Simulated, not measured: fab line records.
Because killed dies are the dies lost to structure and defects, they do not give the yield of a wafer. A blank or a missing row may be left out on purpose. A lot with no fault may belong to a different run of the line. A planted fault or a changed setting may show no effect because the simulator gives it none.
A lot that was struck, set against a sound lot    flow rit_cmos    30 out of 202 route steps
Sound: wafers L837.2, L837.5, L837.6. Wafers struck: L849.2, L849.4, L849.5. The cause is named last.
Per side, at each step with rows, come the tool, then ch with its chambers, and then its first start. Under that, the readings that differ: sound wafers    struck wafers    difference of the means    sigmas: that difference in standard deviations of wafers without a fault.
alike: readings with means less than 2 such deviations apart, plus words and numbers identical on both sides. not compared: withheld readings, readings lacking a value on some wafer, bounds such as >300 that could conceal the same value, and numbers that have no deviation in the record and whose values overlap.
The two part at a step that has a row with sigmas, a row that says differs or no value, or rows on one side only. Non-overlapping numbers with no deviation appear without sigmas and do not part them. A reading missing from all wafers of one side parts the sides only when that side holds two or more wafers.

RIT_FOX2_THK_MEAS_01:
  sound: film_metro-02 at day 2 15:15; struck: film_metro-02 at day 5 02:26
  alike: FOX2_OXIDE_THK
then, 2 steps without rows for these wafers: RIT_FOX2_CLEAN_02 (cleans in dHF, time 180 s); RIT_FOX2_WET_ETCH_03 (etches Si3N4 in H3PO4, target depth 195 nm, time 2700 s).
RIT_FOX2_THK_MEAS_90:
  sound: film_metro-04 at day 2 16:08; struck: film_metro-02 at day 5 03:19
  alike: FIELD_OXIDE_LEFT_1_THK
then, 6 steps without rows for these wafers: RIT_NWELL_HMDS_00 (prime time 60 s); RIT_NWELL_COAT_01 (resist thk 1300 nm); RIT_NWELL_SOFTBAKE_02 (time 60 s); RIT_NWELL_EXPOSE_03 (exposes mask M2, target cd 43900 nm); RIT_NWELL_PEB_04; RIT_NWELL_DEVELOP_05 (develop time 68 s).
RIT_NWELL_OVL_MEAS_06:
  sound: overlay-01 at day 2 17:18; struck: overlay-01 at day 5 04:31
  alike: NWELL_OVL
then, 1 step without rows for these wafers: RIT_NWELL_HARDBAKE_07 (time 120 s).
RIT_NWELL_IMPLANT_08:
  sound on implanter-04 ch 0, day 2 17:37; struck on implanter-03 ch 0, day 5 04:49
reading                    sound                 struck                difference  sigmas
beam_energy_keV            170.01 169.89 169.94  214.21 214.07 214.12  +44.19      +99 or more
model.implant.rp_nm (nm)   202 202 202           271.8 271.8 271.8     +69.8       
model.implant.drp_nm (nm)  68.82 68.82 68.82     81.3 81.3 81.3        +12.5       
  alike: dose_ions_cm2
RIT_NWELL_STRIP_09: strips in O2, time 180 s.
  sound on plasma_asher-04 ch 0,1, day 2 17:44; struck on plasma_asher-03 ch 0,1, day 5 04:56
reading                      sound           struck          difference  sigmas
drypump_motor_current_A (A)  5.29 5.31 5.74  5.94 5.87 5.85  +0.44       +2
  not compared: rf_hours_counter_h
RIT_NWELL_TW_MEAS_10:
  sound: film_metro-02 at day 2 17:56; struck: film_metro-02 at day 5 05:08
reading   sound           struck          difference  sigmas
NWELL_TW  2179 2168 2178  2257 2277 2270  +93         +8
then, 6 steps without rows for these wafers: RIT_PWELL_HMDS_00 (prime time 60 s); RIT_PWELL_COAT_01 (resist thk 1300 nm); RIT_PWELL_SOFTBAKE_02 (time 60 s); RIT_PWELL_EXPOSE_03 (exposes mask M3, target cd 43700 nm); RIT_PWELL_PEB_04; RIT_PWELL_DEVELOP_05 (develop time 68 s).
RIT_PWELL_OVL_MEAS_06:
  sound: overlay-01 at day 2 18:59; struck: overlay-01 at day 5 06:04
  alike: PWELL_OVL
then, 2 steps without rows for these wafers: RIT_PWELL_HARDBAKE_07 (time 120 s); RIT_PWELL_IMPLANT_08.
RIT_PWELL_STRIP_09: strips in O2, time 180 s.
  sound on plasma_asher-02 ch 0,1, day 2 19:25; struck on plasma_asher-02 ch 0,1, day 5 06:29
  alike: drypump_motor_current_A
  not compared: rf_hours_counter_h
RIT_PWELL_TW_MEAS_10:
  sound: film_metro-03 at day 2 19:37; struck: film_metro-01 at day 5 06:41
  alike: PWELL_TW
then, 1 step without rows for these wafers: RIT_WELLDRIVE_ANNEAL_00 (time 14700 s).
RIT_WELLDRIVE_RS_MEAS_01: measures by four-point-probe.
  sound: film_metro-03 at day 3 00:46; struck: film_metro-02 at day 5 11:50
reading            sound              struck             difference  sigmas
NWELL_RS (ohm/sq)  275.0 274.8 274.7  272.2 272.2 271.3  -2.9        -4
RIT_WELLDRIVE_RS_MEAS_02: measures by four-point-probe.
  sound: film_metro-03 at day 3 00:53; struck: film_metro-02 at day 5 11:57
  alike: PWELL_RS
RIT_M1_PROBE_99:
  sound: prober-01 at day 4 04:50; struck: prober-01 at day 6 18:23
reading                                         sound                 struck                difference  sigmas
model.etest.field_p_metal.vt_v (V)              -28.42 -28.92 -28.72  -41.89 -42.28 -42.61  -13.57      
model.etest.nwell_pinched.rs_ohm_sq             341 337.7 336.6       331.9 325 328.4       -10.0       
model.etest.field_p.vt_v (V)                    -12.22 -12.39 -12.09  -18.23 -18.21 -18.26  -6.00       
model.etest.well_edge_left.line_ohm_um          183.3 184.2 180.8     176.5 178.4 177.4     -5.3        
model.etest.well_edge_right.line_ohm_um         181 183.1 181.9       178.4 176.6 178.7     -4.1        
model.etest.iso_nwell_nwell.bv_v (V)            22.42 22.2 22.48      20.64 20.63 20.73     -1.70       
model.etest.iso_pplus_pwell.lateral_log10_a_um  -9.249 -9.284 -9.249  -9.36 -9.427 -9.424   -0.14       
model.etest.pmos_narrow.off_log10_a_um          -12.65 -12.66 -12.54  -12.98 -13.06 -13.04  -0.41       
  alike: killed_at_contacts, killed_at_front_end, killed_dies, killed_on_rim, killed_open, killed_short

## WHERE THEY PART
Last at RIT_WELLDRIVE_RS_MEAS_01 as far as this record goes, first at RIT_NWELL_IMPLANT_08. Later steps at which nothing parts them and some readings are alike: RIT_WELLDRIVE_RS_MEAS_02, RIT_M1_PROBE_99.

WHY: what the simulator had put in
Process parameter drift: implanter-03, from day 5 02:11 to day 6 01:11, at RIT_NWELL_IMPLANT_08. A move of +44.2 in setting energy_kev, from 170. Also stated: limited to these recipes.
